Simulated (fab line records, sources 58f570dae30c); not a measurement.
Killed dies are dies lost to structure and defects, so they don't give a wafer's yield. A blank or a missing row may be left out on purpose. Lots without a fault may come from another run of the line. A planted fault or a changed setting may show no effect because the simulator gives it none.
fab line records | flow berkeley_cmos170
record lots=5 wafers=15 last_day=13
route steps=331 shown NSD@191 BACKSIDE@199 SDANNEAL@204 PSD@206 PLDD@208 NLDD@209 SILICIDE@210 CONTACT@216
lots that met no fault: from a run of the same line without faults
start_h: hours from the record's first day to the start of the lot's first wafer shown | wait_h: hours since the lot's step before | " the same as in the row above | L1.1+2: a row that stands for several wafers | - no value, or no start given | * or withheld: withheld | < > ~ a bound
route shown NAME@n: a module of which the file shows steps, and the number in the route of the first | usual: mean/standard deviation of fault-free wafers | same: alike in all rows | chamber/n: place in a boat | sites: the reading at each site | _std_site: their standard deviation | _edge_site: outer sites' mean less inner sites' | radius_mm: how far each site lies from the wafer's centre | mask NAME#n: copy n | behind: the tool/chamber that last shaped the wafer | hold: why the lot was held/for how many hours/how that ended | device: the transistor (n, p or np) that didn't switch | end of line: the same wafers' tests at the end of the route | a step without rows: its recipe alone | killed: dies lost to structure and defects at the first sort, not the wafer's yield | map: a wafer's dies, x killed, . not, _ none there
set.NAME: the setting as run; set.NAME@STEP: as run at that earlier step | model.NAME: the simulator's own value behind a step, which no gauge read
lots at some steps of the route; a table a step, a row a wafer
services: from which hour (start_h, from the record's first day; less than 0 if before it) a tool's chamber was out of use, for how many hours, and why
## steps
# step UCB170_NSD_PEB_04
# recipe peb_temp_c=130 peb_time_s=withheld resist=KrF
# usual resist_line_temp_C=23.03/0.093
# columns lot.wafer tool chamber start_h wait_h resist_line_temp_C
L076.2 litho_track-03 0 177.38 0.1 23.05
L076.4 " 0 " " 23.06
L076.6 " 0 " " 23.14
L080.1 litho_track-01 0 192.86 0.1 23.04
L080.2 " 0 " " 22.92
L080.6 " 0 " " 22.96
L084.3 litho_track-01 0 215.17 0.4 23.18
L084.4 " 0 " " 22.95
L084.5 " 0 " " 23.07
L086.2 litho_track-04 0 215.23 0.3 23.04
L086.5 " 0 " " 22.87
L086.6 " 0 " " 22.94
L094.2 litho_track-03 0 262.90 0.8 23.00
L094.3 " 0 " " 23.11
L094.4 " 0 " " 23.11
# step UCB170_NSD_DEVELOP_05
# recipe developer=TMAH develop_time_s=45 resist=KrF dev_temp_c=21
# usual resist_line_temp_C=22.99/0.11
# columns lot.wafer tool chamber start_h wait_h resist_line_temp_C
L076.2 litho_track-03 0 - - 23.01
L076.4 " 0 " " 22.82
L076.6 " 0 " " 23.03
L080.1 litho_track-01 0 - - 23.06
L080.2 " 0 " " 23.07
L080.6 " 0 " " 23.04
L084.3 litho_track-01 0 - - 23.09
L084.4 " 0 " " 23.21
L084.5 " 0 " " 23.15
L086.2 litho_track-04 0 - - 23.14
L086.5 " 0 " " 23.26
L086.6 " 0 " " 23.08
L094.2 litho_track-03 0 - - 22.94
L094.3 " 0 " " 23.04
L094.4 " 0 " " 22.95
# step UCB170_NSD_CD_MEAS_06
# recipe target_cd_nm=1200
# usual cd_nm=1199.9/1.1
# columns lot.wafer tool chamber start_h wait_h cd_nm
L076.2 cd_sem-01 - 177.69 - 1200.1
L076.4 " - " " 1199.3
L076.6 " - " " 1201.0
L080.1 cd_sem-02 - 193.13 - 1197.0
L080.2 " - " " 1199.3
L080.6 " - " " 1198.8
L084.3 cd_sem-02 - 215.44 - 1200.6
L084.4 " - " " 1200.0
L084.5 " - " " 1200.8
L086.2 cd_sem-01 - 215.50 - 1199.2
L086.5 " - " " 1199.2
L086.6 " - " " 1200.8
L094.2 cd_sem-02 - 263.17 - 1200.3
L094.3 " - " " 1200.1
L094.4 " - " " 1200.1
# step UCB170_NSD_OVL_MEAS_07
# usual NSD_OVL=1/5.7
# columns lot.wafer tool chamber start_h wait_h NSD_OVL[nm]
L076.2 overlay-01 - 177.80 0.1 -5
L076.4 " - " " -11
L076.6 " - " " -7
L080.1 overlay-02 - 193.25 0.1 0
L080.2 " - " " 8
L080.6 " - " " 6
L084.3 overlay-02 - 215.53 0.1 -10
L084.4 " - " " -8
L084.5 " - " " -3
L086.2 overlay-02 - 215.60 0.1 1
L086.5 " - " " 5
L086.6 " - " " 2
L094.2 overlay-02 - 263.28 0.1 -4
L094.3 " - " " -5
L094.4 " - " " -3
# step UCB170_NSD_IMPLANT_08
# recipe species=P dose_cm2=3e+15 energy_kev=40 tilt_deg=7
# usual dose_ions_cm2=2.9995e+15/2.9e+12 end_station_pressure_torr=1.26e-05/7e-07
# columns lot.wafer tool chamber start_h wait_h dose_ions_cm2 end_station_pressure_torr
L076.2 implanter-01 0 177.85 0.0 2.9927e+15 1.23e-05
L076.4 " 0 " " 2.9963e+15 1.17e-05
L076.6 " 0 " " 2.9965e+15 1.22e-05
L080.1 implanter-01 0 193.29 0.0 3.0009e+15 1.28e-05
L080.2 " 0 " " 3.002e+15 1.25e-05
L080.6 " 0 " " 3.0042e+15 1.38e-05
L084.3 implanter-02 0 215.60 0.1 3.0024e+15 1.33e-05
L084.4 " 0 " " 2.9984e+15 1.25e-05
L084.5 " 0 " " 3.0016e+15 1.32e-05
L086.2 implanter-01 0 215.66 0.0 3.0026e+15 1.25e-05
L086.5 " 0 " " 3.0014e+15 1.14e-05
L086.6 " 0 " " 3.0034e+15 1.23e-05
L094.2 implanter-01 0 263.33 0.0 3.0021e+15 1.33e-05
L094.3 " 0 " " 3.0003e+15 1.34e-05
L094.4 " 0 " " 2.9988e+15 1.23e-05
# step UCB170_NSD_STRIP_09
# recipe chemistry=O2 power_w=400 pressure_mtorr=3500 platen_temp_c=withheld o2_flow_sccm=400 overash_fraction=0.5
# usual drypump_motor_current_A=5.55/0.25 o2_flow_sccm=399.8/1.1 oes_product_au=0.534/0.0047 strip_time_to_endpoint_s=35.77/0.07
# columns lot.wafer tool chamber start_h wait_h drypump_motor_current_A o2_flow_sccm oes_product_au rf_hours_counter_h strip_time_to_endpoint_s
L076.2 plasma_asher-03 0 177.98 0.1 5.60 398.3 0.539 35 35.78
L076.4 " 1 " " 5.58 400.0 0.533 - 35.80
L076.6 " 1 " " 5.58 400.9 0.526 - 35.79
L080.1 plasma_asher-03 1 193.44 0.1 5.60 400.9 0.535 36 35.80
L080.2 " 0 " " 5.61 400.3 0.530 36 35.77
L080.6 " 0 " " 5.60 399.7 0.538 - 35.82
L084.3 plasma_asher-02 1 215.73 0.1 5.41 400.2 0.535 - 35.67
L084.4 " 0 " " 5.35 399.4 0.529 - 35.74
L084.5 " 1 " " 5.39 399.5 0.537 - 35.70
L086.2 plasma_asher-04 0 215.78 0.1 5.29 400.0 0.530 47 35.71
L086.5 " 1 " " 5.99 398.0 0.528 - 35.73
L086.6 " 0 " " 5.31 402.2 0.516 - 35.76
L094.2 plasma_asher-02 0 263.46 0.1 5.34 401.7 0.529 15 35.81
L094.3 " 0 " " 5.33 398.6 0.546 - 35.76
L094.4 " 1 " " 5.40 399.6 0.536 - 35.78
# step UCB170_NSD_TW_MEAS_10
# usual NSD_TW=4162/39
# columns lot.wafer tool chamber start_h wait_h NSD_TW
L076.2 film_metro-01 - 178.09 0.1 4210
L076.4 " - " " 4213
L076.6 " - " " 4205
L080.1 film_metro-02 - 193.54 0.1 4212
L080.2 " - " " 4186
L080.6 " - " " 4217
L084.3 film_metro-01 - 215.82 0.1 4195
L084.4 " - " " 4187
L084.5 " - " " 4182
L086.2 film_metro-04 - 215.89 0.1 4100
L086.5 " - " " 4088
L086.6 " - " " 4108
L094.2 film_metro-04 - 263.57 0.1 4114
L094.3 " - " " 4139
L094.4 " - " " 4132
# step UCB170_NSD_CLEAN_11
# recipe chemistry=SPM temp_c=120 time_s=600
# columns lot.wafer tool chamber start_h wait_h
L076.2+4+6 wet_bench-01 0 179.05 1.0
L080.1+2+6 wet_bench-01 1 194.58 1.0
L084.3+4+5 wet_bench-04 3 215.86 0.0
L086.2+5+6 wet_bench-03 3 215.94 0.0
L094.2+3+4 wet_bench-01 0 263.62 0.0
# step UCB170_BACKSIDE_HMDS_00
# recipe prime_time_s=60 prime_temp_c=100
# usual prime_temp_c=99.99/0.13 resist_line_temp_C=23.00/0.1
# columns lot.wafer tool chamber start_h wait_h prime_temp_c resist_line_temp_C
L076.2 litho_track-03 0 180.03 0.8 99.93 23.01
L076.4 " 0 " " 100.13 23.08
L076.6 " 0 " " 100.01 22.93
L080.1 litho_track-03 0 195.30 0.6 99.62 23.05
L080.2 " 0 " " 99.67 23.02
L080.6 " 0 " " 100.01 23.15
L084.3 litho_track-03 0 216.74 0.7 100.02 22.85
L084.4 " 0 " " 100.09 22.99
L084.5 " 0 " " 100.16 22.92
L086.2 litho_track-01 0 217.05 0.9 99.90 23.15
L086.5 " 0 " " 100.17 23.07
L086.6 " 0 " " 100.02 23.09
L094.2 litho_track-03 0 263.90 0.1 100.05 22.99
L094.3 " 0 " " 99.86 22.87
L094.4 " 0 " " 100.01 23.06
# step UCB170_BACKSIDE_COAT_01
# recipe resist=KrF spin_rpm=1500 resist_thk_nm=900
# usual dispense_pressure_kPa=50/4.2 resist_line_temp_C=23.00/0.11
# columns lot.wafer tool chamber start_h wait_h dispense_pressure_kPa resist_line_temp_C
L076.2 litho_track-03 0 180.18 0.1 47 23.19
L076.4 " 0 " " 47 23.15
L076.6 " 0 " " 47 23.13
L080.1 litho_track-03 0 195.45 0.1 47 23.16
L080.2 " 0 " " 47 23.03
L080.6 " 0 " " 47 22.98
L084.3 litho_track-03 0 216.89 0.1 47 22.94
L084.4 " 0 " " 47 22.91
L084.5 " 0 " " 47 23.00
L086.2 litho_track-01 0 217.20 0.1 55 22.96
L086.5 " 0 " " 55 23.22
L086.6 " 0 " " 55 23.14
L094.2 litho_track-03 0 264.05 0.1 47 22.93
L094.3 " 0 " " 47 23.08
L094.4 " 0 " " 47 23.00
# step UCB170_BACKSIDE_SOFTBAKE_02
# recipe resist=KrF temp_c=130 time_s=60
# usual resist_line_temp_C=23.00/0.12
# columns lot.wafer tool chamber start_h wait_h resist_line_temp_C
L076.2 litho_track-03 0 180.33 0.1 23.12
L076.4 " 0 " " 23.12
L076.6 " 0 " " 23.09
L080.1 litho_track-03 0 195.60 0.1 22.83
L080.2 " 0 " " 23.02
L080.6 " 0 " " 22.96
L084.3 litho_track-03 0 217.04 0.1 23.01
L084.4 " 0 " " 23.14
L084.5 " 0 " " 23.00
L086.2 litho_track-01 0 217.35 0.1 22.68
L086.5 " 0 " " 23.01
L086.6 " 0 " " 22.72
L094.2 litho_track-03 0 264.20 0.1 23.01
L094.3 " 0 " " 23.04
L094.4 " 0 " " 22.94
# step UCB170_BACKSIDE_STRIP_03
# recipe chemistry=O2 power_w=400 pressure_mtorr=3500 platen_temp_c=withheld o2_flow_sccm=400 overash_fraction=0.5
# usual drypump_motor_current_A=5.46/0.26 o2_flow_sccm=400.1/1.1 oes_product_au=0.734/0.0046 strip_time_to_endpoint_s=21.94/0.062
# columns lot.wafer tool chamber start_h wait_h drypump_motor_current_A o2_flow_sccm oes_product_au rf_hours_counter_h strip_time_to_endpoint_s
L076.2 plasma_asher-01 0 180.45 0.1 5.04 398.7 0.737 50 21.91
L076.4 " 0 " " 5.06 400.6 0.736 - 21.89
L076.6 " 1 " " 5.82 399.4 0.735 - 21.92
L080.1 plasma_asher-03 1 195.75 0.1 5.62 399.3 0.732 36 21.93
L080.2 " 0 " " 5.58 399.1 0.732 36 21.95
L080.6 " 1 " " 5.62 398.6 0.735 - 21.95
L084.3 plasma_asher-01 1 217.17 0.1 5.80 399.5 0.740 - 21.92
L084.4 " 0 " " 5.02 399.9 0.730 - 21.91
L084.5 " 1 " " 5.76 397.9 0.738 - 21.95
L086.2 plasma_asher-02 0 217.47 0.1 5.34 398.4 0.732 10 21.87
L086.5 " 1 " " 5.38 401.3 0.730 - 22.00
L086.6 " 0 " " 5.33 398.5 0.734 - 21.97
L094.2 plasma_asher-01 1 264.33 0.1 5.82 399.4 0.738 61 21.91
L094.3 " 0 " " 5.05 401.4 0.734 - 21.88
L094.4 " 1 " " 5.82 399.1 0.744 - 21.89
# step UCB170_BACKSIDE_CLEAN_04
# recipe chemistry=SPM temp_c=120 time_s=600
# columns lot.wafer tool chamber start_h wait_h
L076.2+4+6 wet_bench-02 3 180.55 0.1
L080.1+2+6 wet_bench-02 2 195.85 0.1
L084.3+4+5 wet_bench-04 3 217.24 0.0
L086.2+5+6 wet_bench-04 1 217.57 0.1
L094.2+3+4 wet_bench-02 2 264.43 0.1
# step UCB170_SDANNEAL_RTA_00
# recipe temp_c=900 time_s=10 ambient=N2
# usual lamp_power_pct=25.9/1.2 wafer_temp_C_max=903.7/1.1
# columns lot.wafer tool chamber start_h wait_h lamp_power_pct wafer_temp_C_max
L076.2 rtp_anneal-01 0 180.74 0.0 24.5 902.5
L076.4 " 0 " " 24.6 903.0
L076.6 " 0 " " 24.5 902.3
L080.1 rtp_anneal-01 0 196.03 0.0 24.6 902.4
L080.2 " 0 " " 24.6 902.5
L080.6 " 0 " " 24.6 903.5
L084.3 rtp_anneal-01 0 217.47 0.0 24.5 902.3
L084.4 " 0 " " 24.5 903.3
L084.5 " 0 " " 24.6 903.3
L086.2 rtp_anneal-02 0 217.77 0.0 27.0 906.2
L086.5 " 0 " " 26.9 904.9
L086.6 " 0 " " 27.0 904.0
L094.2 rtp_anneal-02 0 264.61 0.0 27.0 905.0
L094.3 " 0 " " 27.0 905.5
L094.4 " 0 " " 26.9 906.2
# step UCB170_SDANNEAL_RTA_01
# recipe temp_c=1050 time_s=5 ambient=N2
# usual lamp_power_pct=39.9/1.9 wafer_temp_C_max=1054.3/1.2
# columns lot.wafer tool chamber start_h wait_h lamp_power_pct wafer_temp_C_max
L076.2 rtp_anneal-01 0 180.80 0.1 37.9 1053.9
L076.4 " 0 " " 38.0 1053.7
L076.6 " 0 " " 37.9 1052.9
L080.1 rtp_anneal-01 0 196.09 0.1 37.9 1052.7
L080.2 " 0 " " 37.9 1051.7
L080.6 " 0 " " 37.9 1053.4
L084.3 rtp_anneal-01 0 217.53 0.1 37.9 1052.8
L084.4 " 0 " " 37.9 1053.9
L084.5 " 0 " " 37.9 1052.6
L086.2 rtp_anneal-02 0 217.84 0.1 41.7 1055.8
L086.5 " 0 " " 41.7 1055.2
L086.6 " 0 " " 41.6 1056.5
L094.2 rtp_anneal-02 0 264.68 0.1 41.6 1054.9
L094.3 " 0 " " 41.6 1053.5
L094.4 " 0 " " 41.7 1057.7
# step UCB170_SDANNEAL_RS_MEAS_02
# recipe thk_meas_gauge=four-point-probe
# usual PSD_RS=75.6/0.39
# columns lot.wafer tool chamber start_h wait_h PSD_RS[ohm/sq]
L076.2 film_metro-02 - 180.87 0.1 75.5
L076.4 " - " " 75.6
L076.6 " - " " 75.8
L080.1 film_metro-02 - 196.15 0.0 76.0
L080.2 " - " " 75.7
L080.6 " - " " 75.4
L084.3 film_metro-04 - 217.61 0.1 75.5
L084.4 " - " " 75.7
L084.5 " - " " 75.5
L086.2 film_metro-02 - 217.91 0.1 76.2
L086.5 " - " " 75.9
L086.6 " - " " 76.3
L094.2 film_metro-04 - 264.76 0.1 75.6
L094.3 " - " " 75.6
L094.4 " - " " 75.3
# step UCB170_SDANNEAL_RS_MEAS_03
# recipe thk_meas_gauge=four-point-probe
# usual NSD_RS=37.25/0.11
# columns lot.wafer tool chamber start_h wait_h NSD_RS[ohm/sq]
L076.2 film_metro-02 - 180.99 0.1 37.35
L076.4 " - " " 37.31
L076.6 " - " " 37.30
L080.1 film_metro-02 - 196.27 0.1 37.20
L080.2 " - " " 37.20
L080.6 " - " " 37.27
L084.3 film_metro-04 - 217.73 0.1 37.30
L084.4 " - " " 37.18
L084.5 " - " " 37.27
L086.2 film_metro-02 - 218.03 0.1 37.25
L086.5 " - " " 37.33
L086.6 " - " " 37.33
L094.2 film_metro-04 - 264.88 0.1 37.28
L094.3 " - " " 37.38
L094.4 " - " " 37.32
# step UCB170_SDANNEAL_RS_MEAS_04
# recipe thk_meas_gauge=four-point-probe
# usual PLDD_RS=1030.9/2.9
# columns lot.wafer tool chamber start_h wait_h PLDD_RS[ohm/sq]
L076.2 film_metro-02 - 181.11 0.1 1033.7
L076.4 " - " " 1032.3
L076.6 " - " " 1036.7
L080.1 film_metro-02 - 196.39 0.1 1033.0
L080.2 " - " " 1029.6
L080.6 " - " " 1032.1
L084.3 film_metro-04 - 217.85 0.1 1031.3
L084.4 " - " " 1027.2
L084.5 " - " " 1026.5
L086.2 film_metro-02 - 218.15 0.1 1037.2
L086.5 " - " " 1034.6
L086.6 " - " " 1032.8
L094.2 film_metro-04 - 265.00 0.1 1028.3
L094.3 " - " " 1027.9
L094.4 " - " " 1027.2
# step UCB170_SDANNEAL_RS_MEAS_05
# recipe thk_meas_gauge=four-point-probe
# usual NLDD_RS=616.0/1.9
# columns lot.wafer tool chamber start_h wait_h NLDD_RS[ohm/sq]
L076.2 film_metro-02 - 181.23 0.1 617.3
L076.4 " - " " 614.9
L076.6 " - " " 615.0
L080.1 film_metro-02 - 196.51 0.1 618.1
L080.2 " - " " 619.4
L080.6 " - " " 617.8
L084.3 film_metro-04 - 217.97 0.1 614.5
L084.4 " - " " 613.9
L084.5 " - " " 615.9
L086.2 film_metro-02 - 218.27 0.1 618.8
L086.5 " - " " 619.8
L086.6 " - " " 620.6
L094.2 film_metro-04 - 265.12 0.1 617.0
L094.3 " - " " 616.7
L094.4 " - " " 616.0
# step UCB170_SILICIDE_PRE_CLEAN_00
# recipe gas=Ar preclean_etch_time_s=60
# same preclean_etch_time_s=60
# columns lot.wafer tool chamber start_h wait_h
L076.2+4+6 pvd_sputter-04 - 181.33 0.1
L080.1+2+6 pvd_sputter-04 - 196.63 0.1
L084.3+4+5 pvd_sputter-02 - 218.05 0.1
L086.2+5+6 pvd_sputter-01 - 218.37 0.1
L094.2+3+4 pvd_sputter-04 - 265.22 0.1
# step UCB170_SILICIDE_SPUTTER_01
# recipe material=Ti target_thk_nm=30 time_s=25 power_w=1500 chamber_pressure_pa=0.5
# usual throttle_valve_pct=30.1/0.65
# columns lot.wafer tool chamber start_h wait_h throttle_valve_pct
L076.2 pvd_sputter-04 - 181.40 0.0 29.8
L076.4 " - " " 30.1
L076.6 " - " " 30.2
L080.1 pvd_sputter-04 - 196.70 0.0 29.6
L080.2 " - " " 30.8
L080.6 " - " " 30.8
L084.3 pvd_sputter-02 - 218.12 0.0 30.1
L084.4 " - " " 29.0
L084.5 " - " " 29.6
L086.2 pvd_sputter-01 - 218.43 0.0 30.7
L086.5 " - " " 29.4
L086.6 " - " " 29.4
L094.2 pvd_sputter-04 - 265.28 0.0 30.1
L094.3 " - " " 30.7
L094.4 " - " " 29.7
# step UCB170_SILICIDE_RS_MEAS_02
# recipe thk_meas_gauge=four-point-probe reads=Ti_of_SILICIDE_SPUTTER_01
# usual SILICIDE_TI_RS=26.1/0.31
# columns lot.wafer tool chamber start_h wait_h SILICIDE_TI_RS[ohm/sq]
L076.2 film_metro-02 - 181.45 0.0 25.9
L076.4 " - " " 25.4
L076.6 " - " " 25.8
L080.1 film_metro-03 - 196.85 0.1 26.5
L080.2 " - " " 26.2
L080.6 " - " " 26.0
L084.3 film_metro-03 - 218.19 0.1 25.5
L084.4 " - " " 25.8
L084.5 " - " " 25.7
L086.2 film_metro-03 - 218.48 0.0 26.4
L086.5 " - " " 26.3
L086.6 " - " " 26.3
L094.2 film_metro-02 - 265.33 0.0 26.1
L094.3 " - " " 26.2
L094.4 " - " " 26.4
# step UCB170_SILICIDE_THK_MEAS_03
# recipe thk_meas_gauge=xrf reads=Ti_of_SILICIDE_SPUTTER_01
# usual SILICIDE_TI_THK=30.0/0.31
# columns lot.wafer tool chamber start_h wait_h SILICIDE_TI_THK[nm]
L076.2 film_metro-02 - 181.56 0.1 30.5
L076.4 " - " " 30.8
L076.6 " - " " 30.5
L080.1 film_metro-03 - 196.97 0.1 29.8
L080.2 " - " " 30.0
L080.6 " - " " 30.1
L084.3 film_metro-03 - 218.29 0.1 30.6
L084.4 " - " " 30.3
L084.5 " - " " 30.4
L086.2 film_metro-03 - 218.59 0.1 29.6
L086.5 " - " " 29.6
L086.6 " - " " 29.9
L094.2 film_metro-02 - 265.44 0.1 30.1
L094.3 " - " " 30.1
L094.4 " - " " 29.8
# step UCB170_SILICIDE_RTA_04
# recipe temp_c=650 time_s=15 ambient=N2
# usual lamp_power_pct=11.0/0.51 wafer_temp_C_max=652.5/0.8
# columns lot.wafer tool chamber start_h wait_h lamp_power_pct wafer_temp_C_max
L076.2 rtp_anneal-02 0 181.62 0.1 11.6 652.5
L076.4 " 0 " " 11.6 653.9
L076.6 " 0 " " 11.6 653.9
L080.1 rtp_anneal-01 0 197.03 0.1 10.5 652.0
L080.2 " 0 " " 10.5 652.3
L080.6 " 0 " " 10.5 652.9
L084.3 rtp_anneal-01 0 218.35 0.1 10.6 651.9
L084.4 " 0 " " 10.5 651.9
L084.5 " 0 " " 10.6 651.9
L086.2 rtp_anneal-01 0 218.66 0.1 10.5 652.5
L086.5 " 0 " " 10.5 652.7
L086.6 " 0 " " 10.5 652.2
L094.2 rtp_anneal-01 0 265.51 0.1 10.5 652.9
L094.3 " 0 " " 10.5 652.1
L094.4 " 0 " " 10.5 652.5
# step UCB170_SILICIDE_WET_ETCH_05
# recipe chemistry=SPM time_s=45 temp_c=120 target=Ti
# columns lot.wafer tool chamber start_h wait_h
L076.2+4+6 wet_bench-03 2 181.68 0.1
L080.1+2+6 wet_bench-04 2 197.10 0.1
L084.3+4+5 wet_bench-03 2 218.40 0.0
L086.2+5+6 wet_bench-04 3 218.72 0.1
L094.2+3+4 wet_bench-02 0 265.57 0.1
# step UCB170_CONTACT_CLEAN_00
# recipe chemistry=SPM temp_c=120 time_s=600
# columns lot.wafer tool chamber start_h wait_h
L076.2+4+6 wet_bench-03 1 181.71 0.0
L080.1+2+6 wet_bench-04 0 197.13 0.0
L084.3+4+5 wet_bench-02 2 218.43 0.0
L086.2+5+6 wet_bench-04 2 218.74 0.0
L094.2+3+4 wet_bench-04 2 265.59 0.0
# step UCB170_CONTACT_CVD_01
# recipe material=PSG target_thk_nm=700 temp_c=450 precursor=SiH4/O2/PH3 time_s=2820 pressure_mtorr=300 sih4_flow_sccm=60 o2_flow_sccm=90 ph3_flow_sccm=25
# usual o2_flow_sccm=89.97/0.24 zone_power_centre_pct=19.6/2.7 zone_power_load_pct=6.6/0.55
# columns lot.wafer tool chamber start_h wait_h o2_flow_sccm zone_power_centre_pct zone_power_load_pct
L076.2 lpcvd-02 0 183.46 1.5 89.38 22.7 7.3
L076.4 " 0 " " 90.24 23.3 7.4
L076.6 " 0 " " 89.85 22.9 7.2
L080.1 lpcvd-02 0 199.04 1.7 89.77 22.6 7.4
L080.2 " 0 " " 89.95 22.9 7.3
L080.6 " 0 " " 90.18 22.6 7.1
L084.3 lpcvd-02 0 219.70 1.1 90.15 22.7 7.2
L084.4 " 0 " " 90.33 22.9 7.3
L084.5 " 0 " " 90.13 22.9 7.1
L086.2 lpcvd-02 1 219.70 0.8 90.23 21.3 6.9
L086.5 " 1 " " 89.74 21.5 6.8
L086.6 " 1 " " 90.07 21.5 6.9
L094.2 lpcvd-01 0 267.34 1.6 89.88 16.8 5.8
L094.3 " 0 " " 89.98 16.7 5.9
L094.4 " 0 " " 90.07 17.2 5.8
# step UCB170_CONTACT_THK_MEAS_02
# recipe reads=PSG_of_CONTACT_CVD_01
# usual CONTACT_PSG_THK=701/6.8
# columns lot.wafer tool chamber start_h wait_h CONTACT_PSG_THK[nm]
L076.2 film_metro-04 - 185.26 0.0 707
L076.4 " - " " 707
L076.6 " - " " 703
L080.1 film_metro-02 - 200.83 0.0 694
L080.2 " - " " 693
L080.6 " - " " 697
L086.2 film_metro-04 - 221.49 0.0 710
L086.5 " - " " 709
L086.6 " - " " 705
L084.3 film_metro-03 - 221.50 0.0 692
L084.4 " - " " 693
L084.5 " - " " 687
L094.2 film_metro-02 - 269.14 0.0 697
L094.3 " - " " 704
L094.4 " - " " 703
# step UCB170_CONTACT_HMDS_03
# recipe prime_time_s=60 prime_temp_c=100
# usual prime_temp_c=100.01/0.12 resist_line_temp_C=23.00/0.11
# columns lot.wafer tool chamber start_h wait_h prime_temp_c resist_line_temp_C
L076.2 litho_track-04 0 185.36 0.1 99.87 22.99
L076.4 " 0 " " 100.02 23.03
L076.6 " 0 " " 100.00 23.04
L080.1 litho_track-04 0 201.16 0.3 99.85 22.95
L080.2 " 0 " " 100.19 23.04
L080.6 " 0 " " 100.26 23.05
L086.2 litho_track-02 0 221.57 0.1 99.88 23.00
L086.5 " 0 " " 99.95 22.88
L086.6 " 0 " " 99.99 23.04
L084.3 litho_track-04 0 221.59 0.1 100.08 22.79
L084.4 " 0 " " 99.99 22.92
L084.5 " 0 " " 99.96 22.87
L094.2 litho_track-04 0 269.21 0.1 100.19 23.00
L094.3 " 0 " " 100.12 22.97
L094.4 " 0 " " 100.14 23.06
# step UCB170_CONTACT_COAT_04
# recipe resist=KrF spin_rpm=1500 resist_thk_nm=900
# usual dispense_pressure_kPa=48/3.5 resist_line_temp_C=23.00/0.11
# columns lot.wafer tool chamber start_h wait_h dispense_pressure_kPa resist_line_temp_C
L076.2 litho_track-04 0 185.51 0.1 54 23.03
L076.4 " 0 " " 54 23.13
L076.6 " 0 " " 54 23.17
L080.1 litho_track-04 0 201.31 0.1 54 23.07
L080.2 " 0 " " 54 22.74
L080.6 " 0 " " 54 22.87
L086.2 litho_track-02 0 221.72 0.1 45 23.01
L086.5 " 0 " " 45 22.85
L086.6 " 0 " " 45 22.90
L084.3 litho_track-04 0 221.74 0.1 54 23.10
L084.4 " 0 " " 54 23.04
L084.5 " 0 " " 54 23.08
L094.2 litho_track-04 0 269.36 0.1 54 23.05
L094.3 " 0 " " 54 23.21
L094.4 " 0 " " 54 23.24
# step UCB170_CONTACT_SOFTBAKE_05
# recipe resist=KrF temp_c=130 time_s=60
# usual resist_line_temp_C=23.00/0.087
# columns lot.wafer tool chamber start_h wait_h resist_line_temp_C
L076.2 litho_track-04 0 185.66 0.1 22.99
L076.4 " 0 " " 22.98
L076.6 " 0 " " 22.92
L080.1 litho_track-04 0 201.46 0.1 23.08
L080.2 " 0 " " 22.98
L080.6 " 0 " " 22.96
L086.2 litho_track-02 0 221.87 0.1 22.99
L086.5 " 0 " " 23.08
L086.6 " 0 " " 23.05
L084.3 litho_track-04 0 221.89 0.1 22.94
L084.4 " 0 " " 23.02
L084.5 " 0 " " 23.07
L094.2 litho_track-04 0 269.51 0.1 23.04
L094.3 " 0 " " 22.99
L094.4 " 0 " " 23.01
# step UCB170_CONTACT_STRIP_06
# recipe chemistry=O2 power_w=400 pressure_mtorr=3500 platen_temp_c=withheld o2_flow_sccm=400 overash_fraction=0.5
# usual drypump_motor_current_A=5.55/0.3 o2_flow_sccm=399.6/1.1 oes_product_au=0.734/0.0043 strip_time_to_endpoint_s=21.95/0.047
# columns lot.wafer tool chamber start_h wait_h drypump_motor_current_A o2_flow_sccm oes_product_au rf_hours_counter_h strip_time_to_endpoint_s
L076.2 plasma_asher-04 0 185.79 0.1 5.27 400.5 0.738 44 21.91
L076.4 " 0 " " 5.27 400.9 0.742 - 21.99
L076.6 " 0 " " 5.28 400.7 0.736 - 21.91
L080.1 plasma_asher-01 0 201.61 0.1 5.04 398.5 0.733 53 22.03
L080.2 " 1 " " 5.83 400.8 0.735 53 22.02
L080.6 " 0 " " 5.05 398.5 0.733 - 22.02
L086.2 plasma_asher-04 0 222.00 0.1 5.28 399.7 0.738 48 21.97
L086.5 " 0 " " 5.29 400.9 0.745 - 21.98
L086.6 " 1 " " 6.00 398.6 0.731 - 21.94
L084.3 plasma_asher-03 0 222.02 0.1 5.58 397.4 0.740 - 21.91
L084.4 " 1 " " 5.59 400.7 0.737 - 21.94
L084.5 " 1 " " 5.60 400.8 0.732 - 21.92
L094.2 plasma_asher-01 1 269.64 0.1 5.80 401.0 0.729 61 21.95
L094.3 " 0 " " 5.03 398.8 0.729 - 21.97
L094.4 " 1 " " 5.78 399.6 0.735 - 22.00
# step UCB170_CONTACT_CLEAN_07
# recipe chemistry=SPM temp_c=120 time_s=600
# columns lot.wafer tool chamber start_h wait_h
L076.2+4+6 wet_bench-04 3 185.89 0.1
L080.1+2+6 wet_bench-04 1 202.10 0.5
L084.3+4+5 wet_bench-04 1 224.32 2.3
L086.2+5+6 wet_bench-04 0 224.32 2.3
L094.2+3+4 wet_bench-04 3 269.90 0.2
# step UCB170_CONTACT_RTA_08
# recipe temp_c=900 time_s=10 ambient=N2
# usual lamp_power_pct=25.7/1.2 wafer_temp_C_max=903.5/0.96
# columns lot.wafer tool chamber start_h wait_h lamp_power_pct wafer_temp_C_max
L076.2 rtp_anneal-01 0 186.10 0.0 24.6 903.2
L076.4 " 0 " " 24.5 902.6
L076.6 " 0 " " 24.6 902.8
L080.1 rtp_anneal-01 0 202.29 0.0 24.6 903.4
L080.2 " 0 " " 24.6 903.7
L080.6 " 0 " " 24.6 903.2
L084.3 rtp_anneal-01 0 224.55 0.0 24.5 902.7
L084.4 " 0 " " 24.5 902.5
L084.5 " 0 " " 24.6 903.2
L086.2 rtp_anneal-02 0 224.61 0.1 27.0 905.1
L086.5 " 0 " " 27.0 903.9
L086.6 " 0 " " 27.0 904.4
L094.2 rtp_anneal-02 0 270.10 0.0 27.0 904.3
L094.3 " 0 " " 27.0 904.2
L094.4 " 0 " " 27.0 905.6
## services
# columns tool chamber start_h hours kind
implanter-01 - 173.26 2.7 pm
pvd_sputter-02 - 179.23 6.8 repair
pvd_sputter-01 - 186.87 2.5 repair
wet_bench-01 - 200.35 40.4 pm
plasma_asher-03 - 214.98 1.8 repair
plasma_asher-02 - 230.89 9.0 repair
pvd_sputter-02 - 237.87 5.6 repair
wet_bench-02 - 244.31 3.1 repair
implanter-02 - 246.05 5.2 pm
pvd_sputter-01 - 250.90 0.6 repair
wet_bench-01 - 263.81 1.9 pm
implanter-01 - 266.42 3.9 repair
## key
fault none
